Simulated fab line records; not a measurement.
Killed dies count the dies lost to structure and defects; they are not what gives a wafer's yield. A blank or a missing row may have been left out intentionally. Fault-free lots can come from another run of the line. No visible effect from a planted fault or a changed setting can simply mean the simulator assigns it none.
A struck lot beside a sound one -- flow ritCmos -- 44 out of 202 route steps
Sound: wafers L166.3, L166.5, L166.6. Wafers struck: L174.1, L174.2, L174.5. The cause is named last.
Per side, at each step with rows, come the tool, then ch with its chambers, and then its first start. Under that, the readings that differ: sound wafers -- struck wafers -- difference of the means -- sigmas: that difference in standard deviations of wafers without a fault.
alike: readings with means less than 2 such deviations apart, plus words and numbers identical on both sides. not compared: withheld readings, readings lacking a value on some wafer, bounds such as >300 that could conceal the same value, and numbers that have no deviation in the record and whose values overlap.
A row with sigmas, a row that says differs or no value, or rows on one side alone: a step with any of these is where the two part. Numbers that don't overlap but have no deviation are shown without sigmas and don't part them. A reading missing from all wafers of one side parts the sides only when that side holds two or more wafers.

first, 1 step without rows for these wafers: RIT_PRETRO_IMPLANT_08.
RIT_PRETRO_STRIP_09: strips in O2, time 180 s.
  sound on plasmaAsher-01 ch 0,1, day 3 00:02; struck on plasmaAsher-02 ch 0,1, day 4 18:29
  alike: drypumpMotorCurrentA
  not compared: rfHoursCounterH
RIT_PRETRO_TW_MEAS_10:
  sound: filmMetro-01 at day 3 00:10; struck: filmMetro-01 at day 4 18:40
  alike: PRETRO_TW
then, 5 steps without rows for these wafers: RIT_GATE_WET_ETCH_00 (etches SiO2 in BOE, target depth 56 nm, time 60 s); RIT_GATE_CLEAN_01 (cleans in SC1, time 600 s); RIT_GATE_CLEAN_02 (cleans in dHF, time 30 s); RIT_GATE_CLEAN_03 (cleans in SC2, time 600 s); RIT_GATE_CLEAN_04 (cleans in dHF, time 60 s).
RIT_FOX2_THK_MEAS_91:
  sound: filmMetro-02 at day 3 00:39; struck: filmMetro-04 at day 4 19:10
reading,sound,struck,difference,sigmas
FIELD_OXIDE_LEFT_2_THK (nm),261 266 269,253 249 255,-13,-2
then, 2 steps without rows for these wafers: RIT_GATE_OXIDATION_05 (target thk 3 nm, ox time 270 s); RIT_GATE_ANNEAL_06 (time 600 s).
RIT_GATE_THK_MEAS_07:
  sound: filmMetro-04 at day 3 05:21; struck: filmMetro-02 at day 4 21:15
  alike: GATE_OXIDE_THK
RIT_GATE_CVD_08: deposits poly-Si from SiH4, target thk 250 nm, time 2220 s.
  sound on lpcvd-01 ch 1, day 3 06:26; struck on lpcvd-01 ch 1, day 4 22:42
reading,sound,struck,difference,sigmas
pressureMtorr (mTorr),299.8 299.5 299.7,451.2 450.5 450.8,+151.2,+99 or more
model.poly-Si_of_GATE_CVD_08.thkNm (nm),248.6 247.9 247.9,305.1 305.6 305.9,+57.4,
RIT_GATE_THK_MEAS_09:
  sound: filmMetro-04 at day 3 08:04; struck: filmMetro-04 at day 5 00:19
reading,sound,struck,difference,sigmas
GATE_POLY_THK (nm),248.5 247.8 247.8,304.9 305.5 306.0,+57.4,+26
then, 6 steps without rows for these wafers: RIT_GATE_HMDS_10 (prime time 60 s); RIT_GATE_COAT_11 (resist thk 850 nm); RIT_GATE_SOFTBAKE_12 (time 60 s); RIT_GATE_EXPOSE_13 (exposes mask M6, target cd 150 nm); RIT_GATE_PEB_14; RIT_GATE_DEVELOP_15 (develop time 50 s).
RIT_GATE_CD_MEAS_16 targets a cd of 150 nm.
  sound: cdSem-01 at day 3 09:00; struck: cdSem-01 at day 5 01:23
  alike: cdNm
RIT_GATE_OVL_MEAS_17:
  sound: overlay-02 at day 3 09:05; struck: overlay-01 at day 5 01:30
  alike: GATE_OVL
then, 1 step without rows for these wafers: RIT_GATE_HARDBAKE_18 (time 60 s).
RIT_GATE_ETCH_19: etches poly-Si in SF6/CHF3/O2, stops on SiO2, time 165 s, target depth 312.5 nm.
  sound on rieSi-01 ch 0,3, day 3 09:16; struck on rieSi-01 ch 2,3, day 5 01:41
reading,sound,struck,difference,sigmas
oesProductAu (a.u.),0.845 0.837 0.840,1.010 0.962 0.964,+0.138,+11
model.GATE.featureDepthNm (nm),248.6 247.9 247.9,305.1 305.6 305.9,+57.4,
model.etch.depthNm (nm),248.6 247.9 247.9,305.1 305.6 305.9,+57.4,
  alike: drypumpMotorCurrentA, throttleValvePct
  not compared: rfHoursCounterH
RIT_GATE_STRIP_20: strips in O2, time 180 s.
  sound on plasmaAsher-03 ch 0,1, day 3 09:26; struck on plasmaAsher-03 ch 0,1, day 5 01:47
  alike: drypumpMotorCurrentA
  not compared: rfHoursCounterH
RIT_GATE_CD_MEAS_90 targets a cd of 150 nm.
  sound: cdSem-01 at day 3 09:35; struck: cdSem-02 at day 5 01:58
  alike: cdNm
then, 4 steps without rows for these wafers: RIT_REOX_CLEAN_00 (cleans in SC1, time 600 s); RIT_REOX_CLEAN_01 (cleans in dHF, time 30 s); RIT_REOX_CLEAN_02 (cleans in SC2, time 600 s); RIT_REOX_OXIDATION_03 (target thk 25.2 nm, ox time 5580 s).
RIT_REOX_THK_MEAS_04:
  sound: filmMetro-01 at day 3 12:56; struck: filmMetro-03 at day 5 05:10
  alike: REOX_OXIDE_THK
then, 6 steps without rows for these wafers: RIT_NLDD_HMDS_00 (prime time 60 s); RIT_NLDD_COAT_01 (resist thk 1000 nm); RIT_NLDD_SOFTBAKE_02 (time 60 s); RIT_NLDD_EXPOSE_03 (exposes mask M7, target cd 40700 nm); RIT_NLDD_PEB_04; RIT_NLDD_DEVELOP_05 (develop time 50 s).
RIT_NLDD_OVL_MEAS_06:
  sound: overlay-02 at day 3 13:58; struck: overlay-02 at day 5 06:12
  alike: NLDD_OVL
then, 2 steps without rows for these wafers: RIT_NLDD_HARDBAKE_07 (time 60 s); RIT_NLDD_IMPLANT_08.
RIT_NLDD_STRIP_09: strips in O2, time 180 s.
  sound on plasmaAsher-04 ch 0,1, day 3 14:21; struck on plasmaAsher-02 ch 0,1, day 5 06:32
reading,sound,struck,difference,sigmas
drypumpMotorCurrentA (A),5.19 5.79 5.18,6.02 5.76 6.01,+0.54,+2
  not compared: rfHoursCounterH
RIT_NLDD_TW_MEAS_10:
  sound: filmMetro-01 at day 3 14:29; struck: filmMetro-03 at day 5 06:43
  alike: NLDD_TW
RIT_SDANNEAL_CLEAN_02: cleans in SC2, time 600 s.
  sound on wetBench-03 ch 0, day 3 21:47; struck on wetBench-03 ch 0, day 5 14:15
reading,sound,struck,difference,sigmas
model.poly-Si_of_GATE_CVD_08.thkNm (nm),160.1 159.9 159.4,217.8 219.2 218.5,+58.7,
RIT_M1_PROBE_99:
  sound: prober-01 at day 4 05:37; struck: prober-01 at day 5 22:02
reading,sound,struck,difference,sigmas
model.etest.pmosTurned.rOnOhmUm,3436 3512 3420,4102 4110 4131,+658,
model.etest.nmos_0p3.rOnOhmUm,2149 2172 2161,2336 2306 2318,+159,
model.etest.nmosTurned.driveUaUm,340.6 329.8 337.8,212.4 215 213.7,-122.4,
model.etest.nmos_0p15.rOnOhmUm,1115 1123 1112,1219 1217 1210,+99,
model.etest.pmosTurned.driveUaUm,192.9 187.4 193,136.9 137.4 137.2,-53.9,
model.etest.nmos_0p15.driveUaUm,475.7 474.2 484.8,421.2 419 422.3,-57.4,
model.etest.nmosNarrow.driveUaUm,225.9 224.8 224.1,197.9 202 203.5,-23.8,
model.etest.nmos_0p3.driveUaUm,225.1 223.5 225.1,199.9 202.6 203.8,-22.5,

WHERE THEY PART
Earliest at RIT_FOX2_THK_MEAS_91; latest, in this record, at RIT_NLDD_STRIP_09. Later steps at which nothing parts them and some readings are alike: RIT_NLDD_TW_MEAS_10.

WHY: the cause the simulator had injected
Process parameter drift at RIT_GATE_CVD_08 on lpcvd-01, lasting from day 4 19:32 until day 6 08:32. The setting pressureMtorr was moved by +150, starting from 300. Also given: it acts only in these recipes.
